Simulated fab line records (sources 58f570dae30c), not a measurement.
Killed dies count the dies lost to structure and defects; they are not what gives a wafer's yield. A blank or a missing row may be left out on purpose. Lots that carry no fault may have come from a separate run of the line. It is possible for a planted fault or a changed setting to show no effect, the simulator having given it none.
Which tool is to blame? / flow berkeley cmos170 / 42 wafers from 14 lots sampled at 3 of the route's 331 steps

== WHAT EACH GAUGE READ, for each wafer ==
UCB170_START_BOW_MEAS_00. Usual: INCOMING_BOW typically reads 1 um, with standard deviation 6.7.
lot=L518; measured=day 1 15:01; on=film metro-01; INCOMING_BOW (um)=-6 -3 1; flag=
lot=L519; measured=day 1 20:01; on=film metro-02; INCOMING_BOW (um)=-4 -8 8; flag=
lot=L520; measured=day 2 01:00; on=film metro-02; INCOMING_BOW (um)=-5 -1 8; flag=
lot=L521; measured=day 2 06:04; on=film metro-01; INCOMING_BOW (um)=4 -3 11; flag=
lot=L522; measured=day 2 11:00; on=film metro-02; INCOMING_BOW (um)=0 -9 -2; flag=
lot=L524; measured=day 2 21:01; on=film metro-02; INCOMING_BOW (um)=-8 -2 -7; flag=
lot=L525; measured=day 3 02:00; on=film metro-01; INCOMING_BOW (um)=2 -2 3; flag=
lot=L526; measured=day 3 07:00; on=film metro-02; INCOMING_BOW (um)=-4 1 5; flag=
lot=L531; measured=day 4 08:01; on=film metro-02; INCOMING_BOW (um)=1 11 6; flag=
lot=L533; measured=day 4 18:04; on=film metro-02; INCOMING_BOW (um)=-2 -4 1; flag=
lot=L535; measured=day 5 04:01; on=film metro-02; INCOMING_BOW (um)=5 2 6; flag=
lot=L536; measured=day 5 09:00; on=film metro-02; INCOMING_BOW (um)=1 -13 -5; flag=
lot=L538; measured=day 5 19:22; on=film metro-02; INCOMING_BOW (um)=5 -2 11; flag=
lot=L539; measured=day 6 00:00; on=film metro-02; INCOMING_BOW (um)=0 -9 -10; flag=

UCB170_NWELL_TW_MEAS_16. Usual: NWELL_TW typically reads 1257, with standard deviation 6.9.
lot=L518; measured=day 2 19:31; on=film metro-01; NWELL_TW=1261 1257 1260; flag=
lot=L519; measured=day 3 04:19; on=film metro-03; NWELL_TW=1270 1267 1270; flag=
lot=L520; measured=day 3 10:07; on=film metro-01; NWELL_TW=1258 1258 1253; flag=
lot=L521; measured=day 3 10:30; on=film metro-02; NWELL_TW=1239 1253 1248; flag=
lot=L522; measured=day 3 09:51; on=film metro-03; NWELL_TW=1256 1266 1257; flag=
lot=L524; measured=day 3 22:44; on=film metro-01; NWELL_TW=1260 1263 1258; flag=
lot=L525; measured=day 4 03:23; on=film metro-02; NWELL_TW=1255 1248 1249; flag=
lot=L526; measured=day 4 10:47; on=film metro-03; NWELL_TW=1259 1256 1252; flag=
lot=L531; measured=day 5 21:42; on=film metro-01; NWELL_TW=1259 1261 1266; flag=
lot=L533; measured=day 6 06:28; on=film metro-03; NWELL_TW=1255 1257 1257; flag=
lot=L535; measured=day 6 07:02; on=film metro-01; NWELL_TW=1250 1245 1248; flag=
lot=L536; measured=day 6 14:42; on=film metro-01; NWELL_TW=1254 1256 1257; flag=
lot=L538; measured=day 6 23:49; on=film metro-03; NWELL_TW=1258 1259 1252; flag=
lot=L539; measured=day 7 10:20; on=film metro-01; NWELL_TW=1257 1255 1255; flag=

UCB170_PWELL_THK_MEAS_06. Usual: PWELL_NITRIDE_THK typically reads 219.7 nm, with standard deviation 1.8.
lot=L518; measured=day 3 13:44; on=film metro-02; PWELL_NITRIDE_THK (nm)=221.2 220.9 219.5; flag=
lot=L519; measured=day 3 20:29; on=film metro-02; PWELL_NITRIDE_THK (nm)=222.8 223.1 221.5; flag=
lot=L520; measured=day 4 03:20; on=film metro-03; PWELL_NITRIDE_THK (nm)=219.3 219.0 218.9; flag=
lot=L521; measured=day 4 03:25; on=film metro-03; PWELL_NITRIDE_THK (nm)=222.0 222.3 220.3; flag=
lot=L522; measured=day 4 03:20; on=film metro-02; PWELL_NITRIDE_THK (nm)=220.7 221.5 221.2; flag=
lot=L524; measured=day 4 21:40; on=film metro-02; PWELL_NITRIDE_THK (nm)=217.8 220.3 219.8; flag=
lot=L525; measured=day 5 09:20; on=film metro-03; PWELL_NITRIDE_THK (nm)=220.9 223.7 221.3; flag=
lot=L526; measured=day 5 09:24; on=film metro-03; PWELL_NITRIDE_THK (nm)=218.6 218.1 219.4; flag=
lot=L531; measured=day 6 14:30; on=film metro-03; PWELL_NITRIDE_THK (nm)=219.6 221.1 220.5; flag=
lot=L533; measured=day 7 02:29; on=film metro-04; PWELL_NITRIDE_THK (nm)=219.0 217.2 218.8; flag=
lot=L535; measured=day 7 02:24; on=film metro-04; PWELL_NITRIDE_THK (nm)=213.4 215.5 215.8; flag=
lot=L536; measured=day 7 09:13; on=film metro-02; PWELL_NITRIDE_THK (nm)=219.1 217.7 219.6; flag=
lot=L538; measured=day 7 20:35; on=film metro-04; PWELL_NITRIDE_THK (nm)=217.5 216.7 215.7; flag=
lot=L539; measured=day 8 07:17; on=film metro-03; PWELL_NITRIDE_THK (nm)=220.5 220.9 220.2; flag=

== EACH LOT AND THE TOOL THAT RAN IT (in order: tool; ch and the chambers of the sampled wafers; start) ==
Before these readings, the record contains no process step.

== WHAT THE TOOLS THEMSELVES READ (means of the sampled wafers that have a number; where no wafer has one, the mark that the record gives instead) ==
The record holds no such reading with a usual standard deviation.

== THE ANSWER, worked out from the rows above alone ==
Rule: a lot counts as off when the mean over its wafers that have a number is more than 3 standard deviations away from the usual mean. Also off: a lot with no number at a reading for which 4 or more lots have one. Where the step has rows for the other lots, those lots are counted as sound. The gauges are gone through in route order, then the tools' own readings, and for those a lot's mean is taken as printed above. At the first step where some lot is off, the reading lying furthest off is the one used; lots without a number count as furthest.
Across all readings shown, no lot is off: no conclusion can be drawn from this.

== WHAT THE SIMULATOR PUT IN ==
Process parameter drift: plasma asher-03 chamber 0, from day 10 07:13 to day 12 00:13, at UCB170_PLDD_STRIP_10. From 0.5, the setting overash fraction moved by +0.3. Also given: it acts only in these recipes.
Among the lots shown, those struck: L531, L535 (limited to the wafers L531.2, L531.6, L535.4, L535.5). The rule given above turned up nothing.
